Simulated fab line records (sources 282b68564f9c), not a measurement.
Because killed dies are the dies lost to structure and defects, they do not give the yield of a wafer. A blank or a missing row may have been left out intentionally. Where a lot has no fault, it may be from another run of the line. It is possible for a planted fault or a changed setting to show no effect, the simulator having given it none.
8D (eight disciplines) problem report, filled in by code + flow rit_cmos + the parts of the form that need people (team, actions taken, sign-off) are left out

== 1. WHAT IS WRONG ==
M1_AL_RS at RIT_M1_RS_MEAS_01 reads a mean of 0.0907 ohm/sq on 6 wafers of 2 lots; wafers without a fault read 0.0737 ohm/sq with a standard deviation of 0.00078. Relative to the usual mean, that is a shift of +22 standard deviations.
The step: measures by four-point-probe.
Seen first at day 6 13:42 on film_metro-03, wafer L407.1. The record has a number at this step for 42 wafers belonging to 14 lots. Rule for "out", or "out of limits": more than 4 standard deviations from the usual mean. The rest of the wafers with a number are treated as sound.

== 2. WHAT IT IS; WHAT IT IS NOT ==
| question                    | is                           | is not                                                                    |
|-----------------------------|------------------------------|---------------------------------------------------------------------------|
| which readings at this step | M1_AL_RS                     | -                                                                         |
| which lots                  | L407, L409                   | L392, L393, L394, L396, L397, L398, L399, L401, L403, L404, L412, L414    |
| which wafers of those lots  | all that have a number       | -                                                                         |
| read on which gauges        | film_metro-02, film_metro-03 | film_metro-04                                                             |
| when                        | from day 6 13:42             | up to then (30 sound wafers); but 6 sound wafers of L412, L414 came after |

== 3. WHAT RULES OUT EACH SUSPECT ==
Counting: a tool stays on the suspect list if, at a process step up to the reading, it processed all lots that are out and no sound lot following the first of them.
- the gauge at RIT_M1_RS_MEAS_01 has been ruled out. Those wafers that are out were read across 2 gauges (film_metro-02, film_metro-03).
- rtp_anneal-02 at RIT_SILICIDE_RTA_06 (time 9.691 s, ramp up 5 s, ramp down 10 s): kept. All lots that are out passed through it, beginning with L407 at day 6 10:47, and no sound lot followed; its final sound lot before that point was L403 at day 5 15:37.
- pvd_sputter-01 at RIT_M1_SPUTTER_00 (material Al, target thk 400 nm, time 500 s): kept. All lots that are out passed through it, beginning with L407 at day 6 13:24, and no sound lot followed; its final sound lot before that point was L403 at day 5 17:58.
Remaining after the count are rtp_anneal-02 at RIT_SILICIDE_RTA_06 and pvd_sputter-01 at RIT_M1_SPUTTER_00.

== 4. THE CAUSE (what the simulator had put in) ==
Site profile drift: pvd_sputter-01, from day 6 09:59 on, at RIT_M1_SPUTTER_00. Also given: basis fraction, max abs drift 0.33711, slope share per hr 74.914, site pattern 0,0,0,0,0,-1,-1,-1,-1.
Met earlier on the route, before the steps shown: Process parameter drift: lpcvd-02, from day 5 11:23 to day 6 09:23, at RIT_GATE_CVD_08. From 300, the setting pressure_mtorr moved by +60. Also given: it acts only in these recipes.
This tool is one of the 2 suspects left after counting.

== 5. THE CHAIN OF EFFECTS, in route order ==
Each row: a reading where the mean over the struck wafers with a number is more than 3 standard deviations away from the usual. Only readings for which the record gives a usual standard deviation are gone through. hours: the time from each lot's start at the first step in this table that gives one to its start at this step, as a median over the lots. sigmas: the change in usual standard deviations.
| hours | step                 | reading        | usual         | on struck wafers | change  | sigmas |
|-------|----------------------|----------------|---------------|------------------|---------|--------|
| 0     | RIT_M1_RS_MEAS_01    | M1_AL_RS       | 0.0737 ohm/sq | 0.0907           | +0.0170 | +22    |
| 0     | RIT_M1_THK_MEAS_02   | M1_AL_THK      | 394 nm        | 333              | -61     | -12    |
| 2     | RIT_M1_METAL_ETCH_12 | oes_product_au | 0.777 a.u.    | 0.717            | -0.060  | -5.5   |
Here are the process steps it includes:
- RIT_M1_METAL_ETCH_12: etches Al in Cl2/BCl3, stops on SiO2, time 165 s, target depth 600 nm.

== 6. WHAT WOULD HAVE CAUGHT IT SOONER ==
The first out-of-limits reading at a measuring or inspecting step in this record came at day 6 13:42, 4 hours after the fault's start at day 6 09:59.
Of the tool readings at RIT_M1_SPUTTER_00 for which the record gives a usual standard deviation, none was out on any struck wafer, so an alarm limit of 4 standard deviations on them would not have fired.
Lots out: 2; of these, L409 started RIT_M1_SPUTTER_00 on pvd_sputter-01 after day 6 13:42. Holding the tool at that time would have saved it.
